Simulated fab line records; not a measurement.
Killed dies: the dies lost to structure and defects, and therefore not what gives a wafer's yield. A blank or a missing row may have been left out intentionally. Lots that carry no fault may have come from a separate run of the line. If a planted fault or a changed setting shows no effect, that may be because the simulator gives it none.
Which of the tools did it? ; flow rit-cmos ; 13 lots with 39 wafers sampled at 2 steps, on a route of 202 steps

WHAT THE GAUGES READ, wafer by wafer
RIT_ACTIVE_CD_MEAS_11 targets a cd of 1400 nm.
lot;measured;on;cd-nm (nm)
L251;day 1 14:43;cd-sem-01;1402.3 1399.9 1399.1
L253;day 2 02:13;cd-sem-01;1400.7 1401.6 1401.1
L255;day 2 10:37;cd-sem-01;1401.2 1401.4 1399.5
L256;day 2 15:26;cd-sem-02;1401.5 1398.4 1399.4
L257;day 2 20:35;cd-sem-02;1401.6 1402.9 1401.0
L260;day 3 11:26;cd-sem-02;1398.3 1401.9 1402.8
L263;day 4 02:34;cd-sem-02;1401.2 1400.2 1401.2
L264;day 4 07:35;cd-sem-01;1403.0 1400.9 1403.2
L268;day 5 03:28;cd-sem-02;1400.8 1400.6 1400.2
L270;day 5 13:34;cd-sem-01;1404.0 1402.8 1403.3
L271;day 5 18:28;cd-sem-01;1402.9 1402.2 1404.6
L273;day 6 04:32;cd-sem-02;1401.6 1401.4 1402.3
L274;day 6 09:30;cd-sem-01;1398.3 1396.4 1400.8

RIT_GATE_CD_MEAS_16 targets a cd of 150 nm.
lot;measured;on;cd-nm (nm)
L251;day 2 12:28;cd-sem-02;146.1 147.8 147.6
L253;day 2 23:57;cd-sem-02;151.8 149.0 149.7
L255;day 3 09:28;cd-sem-02;149.3 149.9 151.4
L256;day 3 13:31;cd-sem-02;152.7 152.6 151.7
L257;day 3 18:17;cd-sem-01;146.0 145.5 148.6
L260;day 4 13:14;cd-sem-02;153.3 151.7 153.4
L263;day 5 04:08;cd-sem-02;150.8 150.7 149.2
L264;day 5 10:41;cd-sem-01;148.9 148.1 148.2
L268;day 6 01:32;cd-sem-01;151.2 153.8 154.3
L270;day 6 12:19;cd-sem-01;145.7 145.2 148.6
L271;day 6 16:07;cd-sem-02;147.1 150.9 148.5
L273;day 7 02:07;cd-sem-01;150.5 149.1 148.2
L274;day 7 08:14;cd-sem-01;150.4 149.9 151.1

WHICH TOOL RAN EACH LOT (tool, then ch and the chambers of the sampled wafers, then the start)
The record holds no process step before these readings.

WHAT THE TOOLS THEMSELVES READ (means of the sampled wafers that have a number; where no wafer has one, the mark that the record gives instead)
The record holds no such reading with a usual standard deviation.

THE ANSWER, worked out from the rows above alone
Rule: what is usual is taken from the lots themselves. Put in order of their means at a reading, lots are off if they are a third of the lots or fewer, leave a main group of 4 or more, and stand apart from it by a gap of 3 or more times the standard deviation of the main group's means; of several such gaps the widest counts. The tables above print the reading to a certain number of digits; a main group whose means all agree to those digits is not used. Also off: a lot with no number at a reading for which 4 or more lots have one. Where the step has rows for the other lots, those lots are counted as sound. After the gauges, taken in route order, come the tools' own readings; for these a lot's mean is taken, as printed above. At the first step where some lot is off, the reading lying furthest off is the one used; lots without a number count as furthest.
Across all readings shown, no lot is off: no conclusion can be drawn from this.

WHAT THE SIMULATOR HAD INSERTED
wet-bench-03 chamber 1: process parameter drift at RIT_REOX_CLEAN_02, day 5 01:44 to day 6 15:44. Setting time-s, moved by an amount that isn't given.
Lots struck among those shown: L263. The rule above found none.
